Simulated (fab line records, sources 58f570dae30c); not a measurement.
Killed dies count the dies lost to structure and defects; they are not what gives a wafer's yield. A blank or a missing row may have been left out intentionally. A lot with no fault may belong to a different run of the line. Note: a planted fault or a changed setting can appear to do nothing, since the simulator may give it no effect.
fab line records | flow berkeley_cmos170 | part 2 of 2: steps 29 to 42 of 42
[record] lots = 5 wafers = 15 last_day = 11
route steps=331 shown CONTACT@226 M1@238 V1@254
lots untouched by any fault: they come from a run of this same line in which no faults occurred
start_h: the number of hours between the record's first day and the start of the first shown wafer of the lot | wait_h: how many hours have passed since the lot's step before this one | " repeats the value in the row above | L1.1+2: several wafers, shown together as one row | - no value, or no start was given | * or withheld: withheld | < > ~ a bound
route shown NAME@n: NAME is a module with steps in the file, n the number in the route of the first one | usual: mean and standard deviation over wafers with no fault | same: alike in all rows | chamber/n: place in a boat | sites: readings site by site | _std_site: the values' standard deviation | _edge_site: mean of outer sites minus mean of inner sites | radius_mm: how far each site lies from the wafer's centre | mask NAME#n: copy n | behind: tool/chamber where the wafer was last shaped | hold: what put the lot on hold/how long, in hours/how the hold closed | device: transistor that didn't switch, given as n, p or np | end of line: at the end of the route, the tests of the same wafers | for a step that has no rows: nothing shown but its recipe | killed: at the first sort, the dies lost to defects and structure; wafer yield is something else | map: a wafer's dies, x killed, . not, _ none there
set.NAME: setting as actually run; set.NAME@STEP: the setting as run at that earlier step | model.NAME: the simulator's own value behind a step, which no gauge read
lots at some steps of the route; a table a step, a row a wafer
services: a tool's chamber out of use, with start hour (start_h, from the record's first day; less than 0 if before it), hours out, and reason
[[steps]]
[step UCB170_V1_CVD_00]
[recipe] material = SiO2 target_thk_nm = 2000 temp_c = 390 precursor = TEOS/O2 time_s = 250 rf_w = 550 pressure_mtorr = 9000
[usual] heater_power_w = 218/49
// columns lot.wafer tool chamber start_h wait_h heater_power_w
L075.1 pecvd-03 0 150.49 0.0 217
L075.2 " 1 " " 220
L075.6 " 0 " " 269
L080.1 pecvd-03 0 188.41 0.0 218
L080.3 " 1 " " 199
L080.5 " 0 " " 263
L091.2 pecvd-01 0 240.05 0.0 200
L091.3 " 1 " " 228
L091.5 " 1 " " 159
L089.3 pecvd-01 2 240.21 0.2 232
L089.4 " 2 " " 167
L089.6 " 0 " " 170
L092.1 pecvd-04 0 240.21 0.2 267
L092.2 " 1 " " 213
L092.5 " 2 " " 185
[step UCB170_V1_THK_MEAS_01]
[recipe] reads = SiO2_of_V1_CVD_00
[usual] V1_TEOS_THK = 2005/24
// columns lot.wafer tool chamber start_h wait_h V1_TEOS_THK[nm]
L075.1 film_metro-04 - 150.64 0.1 1987
L075.2 " - " " 1989
L075.6 " - " " 2031
L080.1 film_metro-04 - 188.56 0.1 1978
L080.3 " - " " 1987
L080.5 " - " " 2033
L091.2 film_metro-02 - 240.22 0.1 2005
L091.3 " - " " 2015
L091.5 " - " " 2050
L089.3 film_metro-04 - 240.41 0.1 1991
L089.4 " - " " 2010
L089.6 " - " " 2013
L092.1 film_metro-02 - 240.41 0.1 1956
L092.2 " - " " 2011
L092.5 " - " " 2030
[step UCB170_V1_CMP_02]
[recipe] material = SiO2 down_force_psi = 6 platen_rpm = 60 pad_velocity_m_s = 0.75398
[usual] motor_current_A = 17.2/1.4
// columns lot.wafer tool chamber start_h wait_h motor_current_A
L075.1 cmp-02 2 150.70 0.1 17.5
L075.2 " 3 " " 19.0
L075.6 " 3 " " 19.0
L080.3 cmp-02 2 188.67 0.1 17.0
L080.1 " 3 " " 18.8
L080.5 " 1 " " 16.6
L091.3 cmp-02 1 240.32 0.1 16.4
L091.2 " 2 " " 17.4
L091.5 " 0 " " 18.5
L089.3 cmp-01 3 240.87 0.5 15.4
L089.4 " 1 " " 19.7
L089.6 " 0 " " 18.4
L092.1 cmp-02 1 240.97 0.5 15.8
L092.2 " 2 " " 16.8
L092.5 " 0 " " 19.2
[step UCB170_V1_BOW_MEAS_03]
[recipe] mode = bow
[usual] V1_BOW = 20/6.3
// columns lot.wafer tool chamber start_h wait_h V1_BOW[um]
L075.1 film_metro-02 - 151.05 0.3 16
L075.2 " - " " 16
L075.6 " - " " 18
L080.1 film_metro-04 - 188.92 0.1 6
L080.3 " - " " 14
L080.5 " - " " 16
L091.2 film_metro-02 - 240.63 0.2 18
L091.3 " - " " 35
L091.5 " - " " 19
L092.1 film_metro-02 - 241.17 0.1 16
L092.2 " - " " 22
L092.5 " - " " 15
L089.3 film_metro-04 - 241.21 0.3 18
L089.4 " - " " 22
L089.6 " - " " 39
[step UCB170_V1_THK_MEAS_04]
[recipe] reads = SiO2_of_V1_CVD_00
[usual] V1_POLISHED_THK = 999.8/1.1
// columns lot.wafer tool chamber start_h wait_h V1_POLISHED_THK[nm]
L075.1 film_metro-02 - 151.17 0.1 998.3
L075.2 " - " " 1002.1
L075.6 " - " " 1001.6
L080.1 film_metro-04 - 189.04 0.1 999.4
L080.3 " - " " 998.7
L080.5 " - " " 998.6
L091.2 film_metro-02 - 240.74 0.1 998.2
L091.3 " - " " 999.2
L091.5 " - " " 997.4
L092.1 film_metro-02 - 241.29 0.1 999.6
L092.2 " - " " 1000.3
L092.5 " - " " 999.9
L089.3 film_metro-04 - 241.31 0.1 1000.9
L089.4 " - " " 1001.2
L089.6 " - " " 999.3
[step UCB170_V1_CLEAN_05]
[recipe] chemistry = DIW
// columns lot.wafer tool chamber start_h wait_h
L075.1+2+6 wet_bench-03 1 151.90 0.7
L080.1+3+5 wet_bench-02 3 189.10 0.1
L091.2+3+5 wet_bench-01 0 240.79 0.0
L089.3+4+6 wet_bench-01 2 241.40 0.1
L092.1+2+5 wet_bench-01 2 241.40 0.1
[step UCB170_V1_HMDS_06]
[recipe] prime_time_s = 60 prime_temp_c = 100
[same] prime_time_s = 60
// columns lot.wafer tool chamber start_h wait_h
L075.1+2+6 litho_track-03 0 152.08 0.0
L080.1+3+5 litho_track-01 0 189.38 0.1
L091.2+3+5 litho_track-02 0 240.99 0.0
L089.3+4+6 litho_track-02 0 241.62 0.1
L092.1+2+5 litho_track-01 0 241.67 0.1
[step UCB170_V1_COAT_07]
[recipe] resist = KrF spin_rpm = 1500 resist_thk_nm = 900
// columns lot.wafer tool chamber start_h wait_h
L075.1+2+6 litho_track-03 0 152.23 0.1
L080.1+3+5 litho_track-01 0 189.53 0.1
L091.2+3+5 litho_track-02 0 241.14 0.1
L089.3+4+6 litho_track-02 0 241.77 0.1
L092.1+2+5 litho_track-01 0 241.82 0.1
[step UCB170_V1_SOFTBAKE_08]
[recipe] resist = KrF temp_c = 130 time_s = 60
// columns lot.wafer tool chamber start_h wait_h
L075.1+2+6 litho_track-03 0 152.38 0.1
L080.1+3+5 litho_track-01 0 189.68 0.1
L091.2+3+5 litho_track-02 0 241.29 0.1
L089.3+4+6 litho_track-02 0 241.92 0.1
L092.1+2+5 litho_track-01 0 241.97 0.1
[step UCB170_V1_EXPOSE_09]
[recipe] mask_id = VIA1 target_cd_nm = 700 na = 0.5 sigma_outer = 0.6 source_shape = conventional dose_mj = 37
[usual] reticle_temp_C = 22.99/0.11
// columns lot.wafer tool chamber start_h wait_h mask reticle_temp_C
L075.1 krf_scanner-01 0 152.65 0.2 VIA1#0 22.87
L075.2 " 0 " " VIA1#0 22.94
L075.6 " 0 " " VIA1#0 23.06
L080.1 krf_scanner-02 0 189.83 0.1 VIA1#0 23.18
L080.3 " 0 " " VIA1#0 23.12
L080.5 " 0 " " VIA1#0 23.01
L091.2 krf_scanner-02 0 241.65 0.3 VIA1#0 22.89
L091.3 " 0 " " VIA1#0 23.07
L091.5 " 0 " " VIA1#0 23.10
L089.3 krf_scanner-02 0 242.29 0.3 VIA1#0 22.96
L089.4 " 0 " " VIA1#0 22.92
L089.6 " 0 " " VIA1#0 23.03
L092.1 krf_scanner-01 0 242.49 0.5 VIA1#0 22.86
L092.2 " 0 " " VIA1#0 22.98
L092.5 " 0 " " VIA1#0 22.97
[step UCB170_V1_PEB_10]
[recipe] peb_temp_c = 129.1 peb_time_s = withheld resist = KrF
// columns lot.wafer tool chamber start_h wait_h
L075.1+2+6 litho_track-03 0 152.77 0.1
L080.1+3+5 litho_track-01 0 189.94 0.1
L091.2+3+5 litho_track-02 0 242.05 0.4
L089.3+4+6 litho_track-03 0 242.44 0.1
L092.1+2+5 litho_track-03 0 242.66 0.2
[step UCB170_V1_DEVELOP_11]
[recipe] developer = TMAH develop_time_s = 45 resist = KrF dev_temp_c = 21
// columns lot.wafer tool chamber start_h wait_h
L075.1+2+6 litho_track-03 0 - -
L080.1+3+5 litho_track-01 0 - -
L091.2+3+5 litho_track-02 0 - -
L089.3+4+6 litho_track-03 0 - -
L092.1+2+5 litho_track-03 0 - -
[step UCB170_V1_CD_MEAS_12]
[recipe] target_cd_nm = 700
[usual] cd_nm = 699.9/1.6
// columns lot.wafer tool chamber start_h wait_h cd_nm
L075.1 cd_sem-01 - 153.05 - 702.6
L075.2 " - " " 702.4
L075.6 " - " " 703.5
L080.1 cd_sem-02 - 190.22 - 704.6
L080.3 " - " " 701.9
L080.5 " - " " 702.1
L091.2 cd_sem-02 - 242.32 - 698.5
L091.3 " - " " 697.7
L091.5 " - " " 698.1
L089.3 cd_sem-02 - 242.94 - 699.7
L089.4 " - " " 699.7
L089.6 " - " " 699.1
L092.1 cd_sem-02 - 243.26 - 700.8
L092.2 " - " " 700.4
L092.5 " - " " 700.8
[step UCB170_V1_OVL_MEAS_13]
[usual] V1_OVL = -4/5.2
// columns lot.wafer tool chamber start_h wait_h V1_OVL[nm]
L075.1 overlay-01 - 153.17 0.1 -1
L075.2 " - " " -11
L075.6 " - " " -5
L080.1 overlay-02 - 190.34 0.1 1
L080.3 " - " " 1
L080.5 " - " " -2
L091.2 overlay-01 - 242.42 0.1 -2
L091.3 " - " " 0
L091.5 " - " " -6
L089.3 overlay-02 - 243.03 0.1 -10
L089.4 " - " " -1
L089.6 " - " " -6
L092.1 overlay-02 - 243.38 0.1 -9
L092.2 " - " " -1
L092.5 " - " " 0
[[services]]
// columns tool chamber start_h hours kind
rie_metal-03 1 126.18 18.9 repair
rie_diel-04 1 131.45 6.1 repair
rie_diel-02 3 154.08 1.4 repair
krf_scanner-01 - 158.27 1.0 pm
rie_diel-04 3 158.59 4.3 repair
krf_scanner-01 - 159.27 1.3 pm
furnace-01 - 160.09 4.0 pm
cmp-02 - 163.56 8.5 pm
krf_scanner-02 - 175.88 4.0 pm
rie_diel-02 2 178.29 4.7 repair
cmp-02 - 184.42 1.3 repair
cmp-02 - 202.28 1.0 repair
furnace-01 - 205.13 3.9 pm
cmp-02 - 206.10 0.2 repair
krf_scanner-02 - 208.10 2.6 repair
krf_scanner-02 - 210.73 1.0 pm
krf_scanner-01 - 214.60 0.8 pm
rie_diel-02 3 216.03 5.9 repair
plasma_asher-03 - 219.91 0.7 repair
krf_scanner-02 - 230.31 3.6 repair
cmp-02 - 232.00 4.0 pm
krf_scanner-02 - 235.61 1.9 repair
krf_scanner-01 - 238.18 3.6 pm
krf_scanner-02 - 241.11 0.1 repair
